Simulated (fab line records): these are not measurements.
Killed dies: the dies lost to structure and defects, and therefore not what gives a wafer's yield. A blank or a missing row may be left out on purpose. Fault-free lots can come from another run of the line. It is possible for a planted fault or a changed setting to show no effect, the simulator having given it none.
2 desks, one fault -- flow berkeley-cmos170 -- each desk has only its own numbers; what lay behind them comes last

## AT THE TOOL OWNER'S DESK: implanter-01
For each lot that ran on this tool, the mean over its sampled wafers that have a number, from the tool's own readings at UCB170_PSD_IMPLANT_08. If a lot's mean is further than 4 standard deviations from the usual mean, the lot is out of limits and carries the mark OUT (the distance appears in the brackets).
Columns: A = beam-energy-keV at UCB170_PSD_IMPLANT_08, usual 20.000; B = dose-ions-cm2 at UCB170_PSD_IMPLANT_08, usual 3e+15; C = faraday-current-uA at UCB170_PSD_IMPLANT_08, usual 9255
lot,first seen here,A,B,C
L685,day 6 20:05,19.995,3e+15,9315
L701,day 9 15:14,20.000,3e+15 (-85) OUT,8346 (-5.3) OUT
L700,day 9 16:20,20.002,3e+15 (-85) OUT,8426 (-4.9) OUT
This desk finds L700, L701 out of limits, L701 being first, at day 9 15:14 (dose-ions-cm2 at UCB170_PSD_IMPLANT_08). Within limits: L685.

## FROM THE METROLOGY DESK
What the gauges read, lot by lot, whatever tool the lot ran on: means of the sampled wafers that have a number. If a lot's mean is further than 4 standard deviations from the usual mean, the lot is out of limits and carries the mark OUT (the distance appears in the brackets).
Columns: A = cd-nm at UCB170_NLDD_CD_MEAS_06, usual 1199.7 nm; B = PSD_TW at UCB170_PSD_TW_MEAS_10, usual 2337; C = PSD_RS at UCB170_SDANNEAL_RS_MEAS_02, usual 75.5 ohm/sq
lot,first seen here,A,B,C
L685,day 6 11:58,1200.4,2322,75.5
L687,day 6 13:08,1201.6,2332,75.9
L686,day 6 13:27,1199.2,2333,75.7
L690,day 7 00:02,1199.8,2350,74.9
L689,day 7 00:13,1201.2,2346,75.9
L692,day 7 13:27,1198.6,2343,75.2
L691,day 7 13:31,1199.2,2356,75.3
L694,day 8 12:18,1199.3,2322,75.1
L696,day 8 20:22,1199.9,2350,75.3
L701,day 9 10:58,1199.1,2270 (-5.2) OUT,81.2 (+18) OUT
L700,day 9 11:32,1200.6,2266 (-5.4) OUT,81.3 (+19) OUT
L702,day 10 07:50,1198.7,2321,75.5
L703,day 10 08:16,1199.6,2312,75.4
L704,day 11 04:34,1199.8,2354,75.3
Finding of this desk: L700, L701 out of limits, first seen on L701 at day 9 15:29 (PSD_TW at UCB170_PSD_TW_MEAS_10). Within limits: L685, L687, L686, L690, L689, L692, L691, L694, L696, L702, L703, L704.

## PUT TOGETHER
An alarm could have come from the tool owner's desk at day 9 15:14, on L700, L701.
At day 9 15:29 the metrology desk could have sounded an alarm, on L700, L701.
On implanter-01, each named lot ran UCB170_PSD_IMPLANT_08.

## WHAT THE SIMULATOR PUT IN
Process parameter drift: implanter-01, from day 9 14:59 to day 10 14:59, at UCB170_PSD_IMPLANT_08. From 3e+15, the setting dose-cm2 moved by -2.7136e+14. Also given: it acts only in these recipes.
Struck lots among those shown: L700, L701.
Counting hours from when the fault started, the first reading out of limits came at 0 for the tool owner's desk and at 0 for the metrology desk.
